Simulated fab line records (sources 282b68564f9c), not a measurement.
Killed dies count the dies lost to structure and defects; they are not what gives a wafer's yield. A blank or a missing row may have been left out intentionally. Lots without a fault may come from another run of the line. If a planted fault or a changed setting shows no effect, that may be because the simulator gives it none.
What tool caused it?	flow ritCmos	Sampling: 7 lots, 21 wafers, 3 of 202 route steps

## WHAT EACH GAUGE READ, for each wafer
RIT_PSD_TW_MEAS_10.
lot	measured	on	PSD_TW
L594	day 3 10:55	filmMetro-02	3431 3435 3420
L599	day 4 11:34	filmMetro-02	3434 3451 3439
L601	day 4 18:38	filmMetro-01	30 30 30 30 30 30
L605	day 5 13:50	filmMetro-03	3402 3402 3406
L607	day 6 00:07	filmMetro-02	3431 3434 3404
L609	day 6 10:47	filmMetro-01	3388 3379 3391
L611	day 6 18:29	filmMetro-02	3429 3432 3415

## WHICH TOOL RAN EACH LOT (tool, then ch and the chambers of the sampled wafers, then the start)
lot	RIT_NSD_SOFTBAKE_02	RIT_PSD_IMPLANT_08
L594	lithoTrack-03 ch 0, day 3 08:19	implanter-03 ch 0, day 3 10:37
L599	lithoTrack-01 ch 0, day 4 08:53	implanter-01 ch 0, day 4 11:14
L601	lithoTrack-03 ch 0, day 4 15:46	implanter-04, day 4 18:18
L605	lithoTrack-04 ch 0, day 5 11:06	implanter-03 ch 0, day 5 13:30
L607	lithoTrack-04 ch 0, day 5 21:38	implanter-01 ch 0, day 5 23:48
L609	lithoTrack-03 ch 0, day 6 07:57	implanter-03 ch 0, day 6 10:28
L611	lithoTrack-04 ch 0, day 6 15:43	implanter-01 ch 0, day 6 18:10
- RIT_NSD_SOFTBAKE_02: time 60.96 s.
- RIT_PSD_IMPLANT_08

## THE ANSWER, worked out from the rows above alone
Rule: what is usual is taken from the lots themselves. Put in order of their means at a reading, lots are off if they are a third of the lots or fewer, leave a main group of 4 or more, and stand apart from it by a gap of 3 or more times the standard deviation of the main group's means; of several such gaps the widest counts. If all means in a main group match to the digits the tables above print for the reading, that group is not used. Also off: a lot with no number at a reading for which 4 or more lots have one. The other lots that the step has rows for count as sound.
Off: L601, at RIT_PSD_TW_MEAS_10 (PSD_TW). The main group has a mean of 3418 with a standard deviation of 18.
A tool fits if, at a process step before that reading, it ran every lot that is off, and no sound lot after the first of them. Gauges at RIT_PSD_TW_MEAS_10: tried the same way as those tools. One fits: implanter-04 at RIT_PSD_IMPLANT_08. It ran no sound lot before its first lot that is off in this sample, so the start can't be narrowed down.

## WHAT THE SIMULATOR HAD INSERTED
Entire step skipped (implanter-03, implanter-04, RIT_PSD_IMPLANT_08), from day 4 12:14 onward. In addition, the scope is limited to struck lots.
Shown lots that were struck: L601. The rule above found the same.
